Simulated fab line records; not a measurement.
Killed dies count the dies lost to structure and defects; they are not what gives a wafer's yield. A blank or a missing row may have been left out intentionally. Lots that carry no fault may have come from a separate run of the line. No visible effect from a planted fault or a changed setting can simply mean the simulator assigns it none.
fab line records ; flow rit_cmos
[record] lots = 15; wafers = 45; last_day = 7
route steps=202 shown NSD@134 M1@202
lots with no fault: from the same line, run without faults
start_h: hours from the record's first day to the start of the lot's first wafer shown ; wait_h: hours from the lot's prior step to this one ; " unchanged from the row above ; L1.1+2: several wafers, shown together as one row ; - no value present, or no start provided ; * or withheld: withheld ; < > ~ a bound
route shown NAME@n: a module of which the file shows steps, and the number in the route of the first ; usual: mean/standard deviation of fault-free wafers ; same: alike in all rows ; chamber/n: place in a boat ; sites: per-site readings ; _std_site: how widely they spread, as a standard deviation ; _edge_site: the outer-site mean with the inner-site mean subtracted ; radius_mm: for every site, how far away it sits from the centre of the wafer ; mask NAME#n: copy n ; behind: the most recent tool/chamber to have shaped the wafer ; hold: what put the lot on hold/how long, in hours/how the hold closed ; device: transistor that didn't switch, given as n, p or np ; end of line: the same wafers' tests at the end of the route ; step lacking rows: just its recipe ; killed: the dies lost at the first sort to structure and to defects; this is not the yield of the wafer ; map: shows each die of a wafer: x if killed, . if not, _ if none is there
set.NAME: the setting as run; set.NAME@STEP: as run at that earlier step ; model.NAME: the simulator's own value behind a step, which no gauge read
a sample of lots followed through the steps of the route, with each step as a table and each wafer as a row
services: the hour from which a tool's chamber was out of use, counted from the record's first day as start_h (under 0 if before that day), plus the number of hours and why
[[steps]]
[step RIT_NSD_EXPOSE_03]
[recipe] mask_id = M9; na = 0.57; target_cd_nm = 40700; dose_mj = 250
lot.wafer;tool;chamber;start_h;wait_h;mask
L503.3+5+6;iline_stepper-02;0;59.12;0.1;M9#0
L504.1+2+5;iline_stepper-01;0;65.56;0.2;M9#0
L505.1+4+5;iline_stepper-02;0;70.76;0.2;M9#0
L506.2+3+5;iline_stepper-01;0;73.98;0.2;M9#0
L508.1+3+5;iline_stepper-01;0;82.34;0.2;M9#0
L509.1+2+4;iline_stepper-02;0;85.33;0.2;M9#0
L510.1+3+6;iline_stepper-02;0;91.11;0.1;M9#0
L511.1+2+4;iline_stepper-02;0;97.72;0.1;M9#0
L512.2+4+6;iline_stepper-01;0;103.02;0.2;M9#0
L514.1+3+6;iline_stepper-01;0;111.03;0.2;M9#0
L516.2+4+5;iline_stepper-01;0;118.35;0.2;M9#0
L517.3+5+6;iline_stepper-02;0;125.62;0.2;M9#0
L520.1+4+6;iline_stepper-02;0;141.76;0.2;M9#0
L523.2+3+5;iline_stepper-02;0;155.53;0.2;M9#0
L524.2+5+6;iline_stepper-02;0;159.32;0.1;M9#0
[step RIT_NSD_OVL_MEAS_06]
[usual] NSD_OVL = -1.2/1.2
lot.wafer;tool;chamber;start_h;wait_h;NSD_OVL[nm]
L503.3;overlay-02;-;59.49;-;-3.5
L503.5;overlay-02;-;59.49;-;-3.9
L503.6;overlay-02;-;59.49;-;-3.4
L504.1;overlay-02;-;65.96;-;-1.5
L504.2;overlay-02;-;65.96;-;-0.8
L504.5;overlay-02;-;65.96;-;-1.2
L505.1;overlay-02;-;71.16;-;-2.0
L505.4;overlay-02;-;71.16;-;0.1
L505.5;overlay-02;-;71.16;-;-2.6
L506.2;overlay-02;-;74.36;-;-0.8
L506.3;overlay-02;-;74.36;-;0.0
L506.5;overlay-02;-;74.36;-;0.3
L508.1;overlay-02;-;82.74;-;-1.3
L508.3;overlay-02;-;82.74;-;-1.2
L508.5;overlay-02;-;82.74;-;2.1
L509.1;overlay-01;-;85.73;-;-1.1
L509.2;overlay-01;-;85.73;-;-2.6
L509.4;overlay-01;-;85.73;-;-1.5
L510.1;overlay-02;-;91.51;-;-0.5
L510.3;overlay-02;-;91.51;-;0.7
L510.6;overlay-02;-;91.51;-;-0.8
L511.1;overlay-01;-;98.12;-;-0.6
L511.2;overlay-01;-;98.12;-;-1.7
L511.4;overlay-01;-;98.12;-;-0.5
L512.2;overlay-02;-;103.41;-;418.2
L512.4;overlay-02;-;103.41;-;419.7
L512.6;overlay-02;-;103.41;-;418.2
L514.1;overlay-01;-;111.43;-;416.5
L514.3;overlay-01;-;111.43;-;417.2
L514.6;overlay-01;-;111.43;-;417.7
L516.2;overlay-02;-;118.74;-;418.7
L516.4;overlay-02;-;118.74;-;417.8
L516.5;overlay-02;-;118.74;-;419.2
L517.3;overlay-01;-;125.99;-;-2.2
L517.5;overlay-01;-;125.99;-;-0.6
L517.6;overlay-01;-;125.99;-;-0.6
L520.1;overlay-02;-;142.16;-;-0.2
L520.4;overlay-02;-;142.16;-;-0.4
L520.6;overlay-02;-;142.16;-;1.2
L523.2;overlay-01;-;155.98;-;-2.6
L523.3;overlay-01;-;155.98;-;-1.2
L523.5;overlay-01;-;155.98;-;-1.2
L524.2;overlay-01;-;159.71;-;-1.0
L524.5;overlay-01;-;159.71;-;-3.2
L524.6;overlay-01;-;159.71;-;-0.5
[step RIT_M1_PROBE_99]
[usual] killed_at_M0_to_M3 = 0.0/0.14; killed_at_contacts = 0.1/0.27; killed_at_front_end = 6.5/2.8; killed_dies = 6.6/2.8; killed_open = 3.5/2; killed_short = 3.2/1.8
[same] gross_dies = 264; killed_at_M4_up = 0; killed_at_back_side = 0; killed_at_other = 0
lot.wafer;tool;chamber;start_h;wait_h;killed_at_M0_to_M3;killed_at_contacts;killed_at_front_end;killed_dies;killed_open;killed_short
L511.1;prober-02;-;107.89;0.1;0;0;5;5;1;4
L511.2;prober-02;-;107.94;0.1;0;0;7;7;2;4
L511.4;prober-02;-;108.04;0.2;0;0;6;6;4;2
L516.2;prober-01;-;128.43;0.1;0;1;3;4;4;0
L516.4;prober-01;-;128.53;0.2;0;0;6;6;2;4
L516.5;prober-01;-;128.58;0.2;0;0;7;7;2;5
L517.3;prober-02;-;136.11;0.2;0;0;6;6;4;2
L517.5;prober-02;-;136.21;0.2;0;0;5;5;2;3
L517.6;prober-02;-;136.26;0.2;0;0;8;8;4;4
L523.2;prober-01;-;166.20;0.1;0;0;5;5;4;1
L523.3;prober-01;-;166.25;0.2;0;0;4;4;4;0
L523.5;prober-01;-;166.35;0.2;0;0;13;13;4;9
// killed by level:class
L511.1 FOX1:geometric_particle:short=1 FOX1:geometric_particle:open=1 REOX:geometric_particle:short=1 SPACER:geometric_particle:short=1 SILICIDE:geometric_particle:short=1
L511.2 SPACER:geometric_particle:short=2 FOX1:geometric_particle:open=1 GATE:geometric_particle:short=1 SILICIDE:geometric_particle:open=1 SILICIDE:geometric_particle:short=1 PWELL:coat_microbubble_printed=1
L511.4 GATE:geometric_particle:open=2 SILICIDE:geometric_particle:short=2 FOX1:geometric_particle:open=1 SPACER:geometric_particle:open=1
L516.2 FOX1:geometric_particle:open=1 GATE:geometric_particle:open=1 SPACER:geometric_particle:open=1 CONTACT:geometric_particle:open=1
L516.4 GATE:geometric_particle:short=3 FOX1:geometric_particle:open=1 GATE:geometric_particle:open=1 SPACER:geometric_particle:short=1
L516.5 GATE:geometric_particle:short=3 FOX1:geometric_particle:short=2 GATE:geometric_particle:open=2
L517.3 GATE:geometric_particle:open=3 FOX1:geometric_particle:short=1 FOX2:geometric_particle:open=1 GATE:geometric_particle:short=1
L517.5 REOX:geometric_particle:open=1 REOX:geometric_particle:short=1 SPACER:geometric_particle:short=1 SILICIDE:geometric_particle:open=1 SILICIDE:geometric_particle:short=1
L517.6 REOX:geometric_particle:short=2 FOX1:geometric_particle:open=1 FOX2:geometric_particle:open=1 GATE:geometric_particle:open=1 SPACER:geometric_particle:short=1 SILICIDE:geometric_particle:short=1 SILICIDE:geometric_particle:open=1
L523.2 GATE:geometric_particle:open=2 FOX1:geometric_particle:open=1 GATE:geometric_particle:short=1 SPACER:geometric_particle:open=1
L523.3 GATE:geometric_particle:open=4
L523.5 REOX:geometric_particle:short=4 GATE:geometric_particle:open=3 GATE:geometric_particle:short=2 FOX1:geometric_particle:short=1 FOX2:geometric_particle:short=1 REOX:geometric_particle:open=1 SPACER:geometric_particle:short=1
[[services]]
tool;chamber;start_h;hours;kind
iline_stepper-01;-;52.50;0.8;repair
iline_stepper-01;-;65.92;1.7;pm
iline_stepper-02;-;82.73;1.7;pm
iline_stepper-02;0;119.09;-;calibration
iline_stepper-01;-;157.47;2.1;pm
[[key]]
[first_sign] step = RIT_NSD_OVL_MEAS_06; reading = NSD_OVL; direction = up; sigmas = 99+; usual = -1.2; struck = 418.1
effect none on later readings
met_at RIT_NSD_EXPOSE_03
struck_lots L512,L514,L516
tester_left_out L512,L514,L516
onset_between 82.34 103.02
[fault] kind = scanner_matching_overlay; tool = iline_stepper-01; chamber = -; onset_h = 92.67; steps = RIT_NSD_EXPOSE_03; offset = 420
// tester_left_out: of these lots the tester's yield and bins aren't shown, on N5 and GAA mostly nor the transistor test; their killed dies are dies lost to structure and defects alone, not to doping, threshold or leakage, so they don't give the yield
